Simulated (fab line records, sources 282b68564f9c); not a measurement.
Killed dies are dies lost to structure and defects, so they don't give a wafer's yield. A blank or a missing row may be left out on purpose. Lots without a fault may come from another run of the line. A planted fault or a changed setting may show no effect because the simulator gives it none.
fab line records | flow rit_cmos
record lots=14 wafers=42 last_day=7
route steps=202 shown ACTIVE@3 CONTACT@177 M1@198
lots that met no fault: from a run of the same line without faults
start_h: hours from the record's first day to the start of the lot's first wafer shown | wait_h: hours since the lot's step before | " the same as in the row above | L1.1+2: a row that stands for several wafers | - no value, or no start given | * or withheld: withheld | < > ~ a bound
route shown NAME@n: a module of which the file shows steps, and the number in the route of the first | usual: mean/standard deviation of fault-free wafers | same: alike in all rows | chamber/n: place in a boat | sites: the reading at each site | _std_site: their standard deviation | _edge_site: outer sites' mean less inner sites' | radius_mm: how far each site lies from the wafer's centre | mask NAME#n: copy n | behind: the tool/chamber that last shaped the wafer | hold: why the lot was held/for how many hours/how that ended | device: the transistor (n, p or np) that didn't switch | end of line: the same wafers' tests at the end of the route | a step without rows: its recipe alone | killed: dies lost to structure and defects at the first sort, not the wafer's yield | map: a wafer's dies, x killed, . not, _ none there
set.NAME: the setting as run; set.NAME@STEP: as run at that earlier step | model.NAME: the simulator's own value behind a step, which no gauge read
steps of the route over a sample of lots; a table a step, a row a wafer
services: from which hour (start_h, from the record's first day; less than 0 if before it) a tool's chamber was out of use, for how many hours, and why
## steps
# step RIT_ACTIVE_THK_MEAS_02
# recipe reads=SiO2_of_ACTIVE_OXIDATION_01
# usual ACTIVE_OXIDE_THK=46.6/0.79
# columns lot.wafer tool chamber start_h wait_h ACTIVE_OXIDE_THK[nm]
L807.3 film_metro-01 - 12.07 0.0 46.7
L807.4 " - " " 46.3
L807.5 " - " " 46.8
L808.2 film_metro-04 - 17.06 0.0 46.1
L808.3 " - " " 45.8
L808.4 " - " " 45.8
L809.2 film_metro-01 - 22.06 0.0 46.4
L809.3 " - " " 47.3
L809.4 " - " " 47.3
L810.1 film_metro-04 - 27.05 0.0 45.8
L810.2 " - " " 47.3
L810.5 " - " " 46.9
L811.1 film_metro-01 - 32.05 0.0 47.9
L811.3 " - " " 48.3
L811.6 " - " " 47.3
L812.1 film_metro-04 - 37.05 0.0 47.9
L812.3 " - " " 48.0
L812.6 " - " " 47.4
L813.1 film_metro-04 - 42.05 0.0 46.7
L813.3 " - " " 46.7
L813.6 " - " " 46.1
L814.3 film_metro-01 - 47.07 0.0 46.5
L814.4 " - " " 46.7
L814.6 " - " " 46.9
L819.1 film_metro-04 - 72.05 0.0 45.5
L819.3 " - " " 45.4
L819.6 " - " " 44.5
L821.1 film_metro-03 - 82.05 0.0 45.9
L821.2 " - " " 46.9
L821.3 " - " " 46.4
L822.1 film_metro-04 - 87.05 0.0 46.3
L822.3 " - " " 46.9
L822.4 " - " " 46.3
L823.4 film_metro-01 - 92.08 0.0 44.7
L823.5 " - " " 44.3
L823.6 " - " " 45.2
L826.3 film_metro-01 - 107.07 0.0 47.2
L826.4 " - " " 47.0
L826.5 " - " " 47.5
L829.1 film_metro-01 - 122.05 0.0 46.9
L829.4 " - " " 46.2
L829.5 " - " " 46.7
# step RIT_ACTIVE_DEVELOP_10
# recipe resist=NOVOLAK develop_time_s=50 dev_temp_c=23
# usual developer_temp_C=23.00/0.11
# columns lot.wafer tool chamber start_h wait_h developer_temp_C
L807.3 litho_track-01 0 14 - 22.99
L807.4 " 0 " " 23.00
L807.5 " 0 " " 23.00
L808.2 litho_track-04 0 19 - 22.97
L808.3 " 0 " " 23.03
L808.4 " 0 " " 22.93
L809.2 litho_track-01 0 24 - 23.03
L809.3 " 0 " " 23.08
L809.4 " 0 " " 22.90
L810.1 litho_track-01 0 29 - 23.10
L810.2 " 0 " " 22.92
L810.5 " 0 " " 23.01
L811.1 litho_track-02 0 34 - 22.82
L811.3 " 0 " " 22.98
L811.6 " 0 " " 22.84
L812.1 litho_track-02 0 39 - 22.99
L812.3 " 0 " " 23.02
L812.6 " 0 " " 22.73
L813.1 litho_track-04 0 44 - 23.08
L813.3 " 0 " " 23.05
L813.6 " 0 " " 23.10
L814.3 litho_track-02 0 49 - 20.66
L814.4 " 0 " " 20.69
L814.6 " 0 " " 20.81
L819.1 litho_track-02 0 74 - 20.94
L819.3 " 0 " " 20.90
L819.6 " 0 " " 20.90
L821.1 litho_track-04 0 84 - 23.10
L821.2 " 0 " " 23.24
L821.3 " 0 " " 23.13
L822.1 litho_track-04 0 90 - 22.96
L822.3 " 0 " " 22.77
L822.4 " 0 " " 22.88
L823.4 litho_track-01 0 95 - 23.00
L823.5 " 0 " " 22.91
L823.6 " 0 " " 23.02
L826.3 litho_track-01 0 109 - 22.85
L826.4 " 0 " " 22.89
L826.5 " 0 " " 22.93
L829.1 litho_track-04 0 124 - 23.05
L829.4 " 0 " " 23.14
L829.5 " 0 " " 23.02
# step RIT_ACTIVE_CD_MEAS_11
# recipe target_cd_nm=1400
# usual cd_nm=1400.3/1.7
# columns lot.wafer tool chamber start_h wait_h cd_nm
L807.3 cd_sem-02 - 14.66 - 1403.8
L807.4 " - " " 1402.1
L807.5 " - " " 1402.5
L808.2 cd_sem-02 - 19.46 - 1401.4
L808.3 " - " " 1397.7
L808.4 " - " " 1398.3
L809.2 cd_sem-02 - 24.46 - 1398.0
L809.3 " - " " 1398.3
L809.4 " - " " 1395.7
L810.1 cd_sem-02 - 29.44 - 1400.7
L810.2 " - " " 1400.4
L810.5 " - " " 1399.6
L811.1 cd_sem-02 - 34.44 - 1400.8
L811.3 " - " " 1400.8
L811.6 " - " " 1400.4
L812.1 cd_sem-01 - 39.44 - 1399.1
L812.3 " - " " 1400.1
L812.6 " - " " 1399.4
L813.1 cd_sem-01 - 44.56 - 1402.0
L813.3 " - " " 1402.9
L813.6 " - " " 1400.8
L814.3 cd_sem-01 - 49.60 - 1389.7
L814.4 " - " " 1392.1
L814.6 " - " " 1390.3
L819.1 cd_sem-01 - 74.56 - 1392.5
L819.3 " - " " 1392.8
L819.6 " - " " 1392.4
L821.1 cd_sem-02 - 84.58 - 1396.7
L821.2 " - " " 1398.4
L821.3 " - " " 1397.0
L822.1 cd_sem-01 - 90.31 - 1403.6
L822.3 " - " " 1400.5
L822.4 " - " " 1401.8
L823.4 cd_sem-01 - 95.33 - 1403.0
L823.5 " - " " 1403.0
L823.6 " - " " 1403.5
L826.3 cd_sem-02 - 109.48 - 1400.4
L826.4 " - " " 1400.1
L826.5 " - " " 1402.1
L829.1 cd_sem-01 - 124.44 - 1402.1
L829.4 " - " " 1401.9
L829.5 " - " " 1401.0
# step RIT_CONTACT_OVL_MEAS_09
# usual CONTACT_OVL=-0.2/1.4
# columns lot.wafer tool chamber start_h wait_h CONTACT_OVL[nm]
L807.3 overlay-02 - 52.02 0.1 -0.3
L807.4 " - " " 1.2
L807.5 " - " " 2.4
L808.2 overlay-02 - 57.37 0.1 -0.2
L808.3 " - " " -0.1
L808.4 " - " " -1.5
L809.2 overlay-01 - 62.07 0.1 -1.5
L809.3 " - " " -1.9
L809.4 " - " " -1.8
L810.1 overlay-01 - 66.83 0.1 -0.1
L810.2 " - " " 0.7
L810.5 " - " " -0.5
L811.1 overlay-01 - 70.80 0.1 -1.9
L811.3 " - " " -1.3
L811.6 " - " " -1.4
L812.1 overlay-02 - 77.60 0.1 1.2
L812.3 " - " " 0.4
L812.6 " - " " -0.5
L813.1 overlay-02 - 81.10 0.1 -1.1
L813.3 " - " " -1.8
L813.6 " - " " -2.2
L814.3 overlay-02 - 87.62 0.1 0.1
L814.4 " - " " 0.7
L814.6 " - " " 0.9
L819.1 overlay-02 - 113.83 0.1 1.4
L819.3 " - " " 1.3
L819.6 " - " " 1.8
L821.1 overlay-02 - 123.69 0.1 -1.5
L821.2 " - " " -0.3
L821.3 " - " " -1.0
L822.1 overlay-01 - 130.93 0.1 0.6
L822.3 " - " " 0.0
L822.4 " - " " 0.4
L823.4 overlay-01 - 132.90 0.1 -1.1
L823.5 " - " " -1.4
L823.6 " - " " -1.4
L826.3 overlay-01 - 147.98 0.1 0.7
L826.4 " - " " -0.4
L826.5 " - " " 1.7
L829.1 overlay-01 - 163.86 0.1 0.4
L829.4 " - " " -1.4
L829.5 " - " " -0.7
# step RIT_M1_STRIP_14
# recipe chemistry=O2 time_s=180 platen_temp_c=withheld power_w=500 pressure_mtorr=4000 o2_flow_sccm=4000
# usual drypump_motor_current_A=5.7/0.6
# columns lot.wafer tool chamber start_h wait_h drypump_motor_current_A rf_hours_counter_h
L807.3 plasma_asher-04 1 55.22 0.1 6.3 -
L807.4 " 0 " " 6.3 -
L807.5 " 1 " " 6.3 -
L808.2 plasma_asher-03 1 60.61 0.0 5.9 39
L808.3 " 1 " " 5.9 -
L808.4 " 0 " " 4.9 -
L809.2 plasma_asher-03 1 65.35 0.0 5.9 40
L809.3 " 0 " " 4.9 -
L809.4 " 1 " " 5.9 -
L810.1 plasma_asher-03 1 70.35 0.0 5.9 40
L810.2 " 0 " " 4.9 40
L810.5 " 1 " " 5.9 -
L811.1 plasma_asher-04 0 74.05 0.0 6.3 46
L811.3 " 1 " " 6.3 -
L811.6 " 1 " " 6.3 -
L812.1 plasma_asher-04 0 80.85 0.0 6.3 47
L812.3 " 0 " " 6.3 -
L812.6 " 0 " " 6.3 -
L813.1 plasma_asher-01 0 84.37 0.0 5.7 29
L813.3 " 0 " " 5.8 -
L813.6 " 0 " " 5.8 -
L814.3 plasma_asher-03 1 90.89 0.1 5.9 -
L814.4 " 0 " " 4.9 -
L814.6 " 1 " " 5.9 -
L819.1 plasma_asher-04 0 116.97 0.0 6.3 51
L819.3 " 1 " " 6.3 -
L819.6 " 1 " " 6.3 -
L821.1 plasma_asher-01 0 127.07 0.0 5.7 33
L821.2 " 1 " " 4.9 33
L821.3 " 1 " " 4.9 -
L822.1 plasma_asher-03 1 134.46 0.0 5.9 47
L822.3 " 0 " " 4.9 -
L822.4 " 1 " " 5.9 -
L823.4 plasma_asher-03 1 136.21 0.1 5.9 -
L823.5 " 1 " " 5.9 -
L823.6 " 0 " " 4.9 -
L826.3 plasma_asher-03 0 151.29 0.1 4.9 -
L826.4 " 1 " " 5.9 -
L826.5 " 1 " " 5.9 -
L829.1 plasma_asher-01 1 167.02 0.0 4.9 37
L829.4 " 0 " " 5.7 -
L829.5 " 1 " " 4.9 -
# step RIT_M1_PROBE_99
# usual killed_at_M0_to_M3=0.0/0.14 killed_at_contacts=0.0/0.16 killed_at_front_end=7/3 killed_dies=7/3 killed_open=3.5/2 killed_short=3.6/2.1
# same gross_dies=264 killed_at_M4_up=0 killed_at_back_side=0 killed_at_other=0
# columns lot.wafer tool chamber start_h wait_h killed_at_M0_to_M3 killed_at_contacts killed_at_front_end killed_dies killed_open killed_short
L813.1 prober-01 - 86.29 0.1 0 0 5 5 0 5
L813.3 prober-01 - 86.39 0.2 0 0 5 5 2 3
L813.6 prober-01 - 86.54 0.2 0 0 9 9 5 4
L819.1 prober-01 - 118.89 0.1 0 0 4 4 3 1
L819.3 prober-01 - 118.99 0.2 0 0 6 6 3 3
L819.6 prober-01 - 119.14 0.2 0 0 11 11 6 5
L822.1 prober-02 - 136.95 0.1 0 0 8 8 4 4
L822.3 prober-02 - 137.05 0.2 0 0 11 11 6 5
L822.4 prober-02 - 137.10 0.2 0 0 7 7 0 7
# killed by level:class
L813.1 SILICIDE:geometric_particle:short=3 REOX:geometric_particle:short=2
L813.3 FOX1:geometric_particle:short=2 GATE:geometric_particle:open=1 REOX:geometric_particle:open=1 SILICIDE:geometric_particle:short=1
L813.6 SPACER:geometric_particle:open=3 FOX1:geometric_particle:short=1 GATE:geometric_particle:short=1 GATE:geometric_particle:open=1 REOX:geometric_particle:open=1 REOX:geometric_particle:short=1 SILICIDE:geometric_particle:short=1
L819.1 SILICIDE:geometric_particle:open=2 FOX2:geometric_particle:open=1 SILICIDE:geometric_particle:short=1
L819.3 GATE:geometric_particle:short=1 GATE:geometric_particle:open=1 SPACER:geometric_particle:short=1 SPACER:geometric_particle:open=1 SILICIDE:geometric_particle:short=1 SILICIDE:geometric_particle:open=1
L819.6 GATE:geometric_particle:open=4 GATE:geometric_particle:short=3 FOX1:geometric_particle:open=2 FOX1:geometric_particle:short=1 FOX2:geometric_particle:short=1
L822.1 GATE:geometric_particle:short=2 SPACER:geometric_particle:short=2 FOX1:geometric_particle:open=1 GATE:geometric_particle:open=1 REOX:geometric_particle:open=1 SPACER:geometric_particle:open=1
L822.3 FOX1:geometric_particle:short=2 REOX:geometric_particle:open=2 SPACER:geometric_particle:open=2 FOX1:geometric_particle:open=1 FOX2:geometric_particle:short=1 GATE:geometric_particle:open=1 REOX:geometric_particle:short=1 SPACER:geometric_particle:short=1
L822.4 GATE:geometric_particle:short=3 FOX1:geometric_particle:short=2 SPACER:geometric_particle:short=1 SILICIDE:geometric_particle:short=1
## services
# columns tool chamber start_h hours kind
plasma_asher-01 - 14.71 0.3 repair
plasma_asher-04 - 21.50 2.6 repair
plasma_asher-01 - 98.37 0.4 repair
plasma_asher-01 - 103.03 2.8 pm
plasma_asher-04 - 125.04 2.2 repair
## key
first_sign step=RIT_ACTIVE_DEVELOP_10 reading=developer_temp_C direction=down sigmas=21 usual=* struck=*
effect step=RIT_ACTIVE_CD_MEAS_11 reading=cd_nm direction=down sigmas=5.1 usual=1400.3 struck=1391.6 through=control_loop
met_at RIT_ACTIVE_DEVELOP_10
struck_lots L814,L819
tester_left_out L814,L819
loop_trim step=RIT_ACTIVE_EXPOSE_08 setting=dose lots=L819
not_acting_at RIT_ACTIVE_THK_MEAS_02,RIT_CONTACT_OVL_MEAS_09,RIT_M1_STRIP_14
onset_between 39 49
fault kind=process_parameter_drift tool=litho_track-02 chamber=- onset_h=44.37 steps=RIT_ACTIVE_DEVELOP_10 channel=dev_temp_c offset=* shape=step end_h=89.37 acts_in=* stated=*
# tester_left_out: of these lots the tester's yield and bins aren't shown, on N5 and GAA mostly nor the transistor test; their killed dies are dies lost to structure and defects alone, not to doping, threshold or leakage, so they don't give the yield
# loop_trim: a control loop set the setting to another value than it would have without faults
